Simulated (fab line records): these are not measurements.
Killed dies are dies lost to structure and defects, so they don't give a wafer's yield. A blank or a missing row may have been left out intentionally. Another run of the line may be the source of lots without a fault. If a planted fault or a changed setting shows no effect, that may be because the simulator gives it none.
Comparing a struck lot with a sound one | flow berkeley-cmos170 | 14 out of 331 route steps
Sound: the wafers L485.2, L485.3, L485.5. Wafers L486.1, L486.4, L486.6 were the ones struck. Last of all comes the cause.
Each step with rows lists, per side, the tool, then ch with its chambers, then its first start. Under that, the readings that differ: sound wafers | struck wafers | difference of the means | sigmas: that difference in standard deviations of wafers without a fault.
alike: same words and numbers on both sides, and readings whose means sit less than 2 such deviations apart. not compared: any withheld reading, any reading some wafer has no value for, any bound like >300 that may hide the same value, and any number with overlapping values for which the record gives no deviation.
The two part at a step that has a row with sigmas, a row that says differs or no value, or rows on one side only. Numbers that have no deviation but don't overlap get no sigmas and don't part them. A reading that every wafer of one side lacks parts them only if that side has two wafers or more.

UCB170_M2_METAL_ETCH_18: etches Al in Cl2/BCl3, stops on SiO2, target depth 1170 nm, time 195 s.
  sound on rie-metal-01 ch 0,1, day 10 19:01; struck on rie-metal-01 ch 0,1, day 11 10:24
  alike: drypump-motor-current-A, oes-product-au, throttle-valve-pct
  not compared: rf-hours-counter-h
UCB170_M2_STRIP_19: strips in O2.
  sound on plasma-asher-02 ch 0,1, day 10 19:12; struck on plasma-asher-02 ch 0,1, day 11 10:35
  alike: drypump-motor-current-A, oes-product-au
  not compared: rf-hours-counter-h
UCB170_M2_CD_MEAS_90: target cd 700 nm.
  struck on cd-sem-01, day 11 10:41; sound on cd-sem-01, day 10 19:19
  alike: cd-nm
UCB170_V2_CVD_00: deposits SiO2 from TEOS/O2, target thk 2000 nm, time 250 s.
  sound on pecvd-03 ch 0,1,2, day 10 19:25; struck on pecvd-03 ch 0,1, day 11 10:48
  alike: heater-power-w, susceptor-temp-C
UCB170_V2_THK_MEAS_01:
  struck on film-metro-04, day 11 10:58; sound on film-metro-01, day 10 19:35
  alike: V2_TEOS_THK
UCB170_V2_CMP_02: polishes SiO2.
  sound on cmp-01 ch 0,1,3, day 10 19:38; struck on cmp-02 ch 1,3, day 11 11:01
  reading             | sound          | struck         | difference | sigmas
  motor-current-A (A) | 16.5 16.7 15.7 | 17.7 19.2 19.3 | +2.4       | +2
  alike: head-pressure-psi, retaining-ring-pressure-frac
UCB170_V2_BOW_MEAS_03:
  struck on film-metro-04, day 11 11:19; sound on film-metro-04, day 10 19:58
  alike: V2_BOW
UCB170_V2_THK_MEAS_04:
  struck on film-metro-04, day 11 11:26; sound on film-metro-04, day 10 20:04
  reading              | sound                | struck             | difference | sigmas
  V2_POLISHED_THK (nm) | 1001.4 1002.6 1001.7 | 999.0 998.6 1001.2 | -2.3       | -2
then, 4 steps without rows for these wafers: UCB170_V2_CLEAN_05 (cleans in DIW); UCB170_V2_HMDS_06 (prime time 60 s); UCB170_V2_COAT_07 (resist thk 900 nm); UCB170_V2_SOFTBAKE_08 (time 60 s).
UCB170_V2_EXPOSE_09: exposes mask VIA2, target cd 700 nm.
  sound on krf-scanner-02 ch 0, day 10 21:07; struck on krf-scanner-02, day 11 12:11
  no value came back on the struck wafers for exposure-dose-mJ-cm2, focus-offset-nm (nm); on the sound wafers exposure-dose-mJ-cm2 reads 36.95 36.99 37.05
  alike: mask
next, for these wafers, 1 step has no rows: UCB170_V2_PEB_10.

== WHERE THEY PART ==
First at UCB170_V2_CMP_02; last, within this record, at UCB170_V2_EXPOSE_09.

WHY: what the simulator had put in
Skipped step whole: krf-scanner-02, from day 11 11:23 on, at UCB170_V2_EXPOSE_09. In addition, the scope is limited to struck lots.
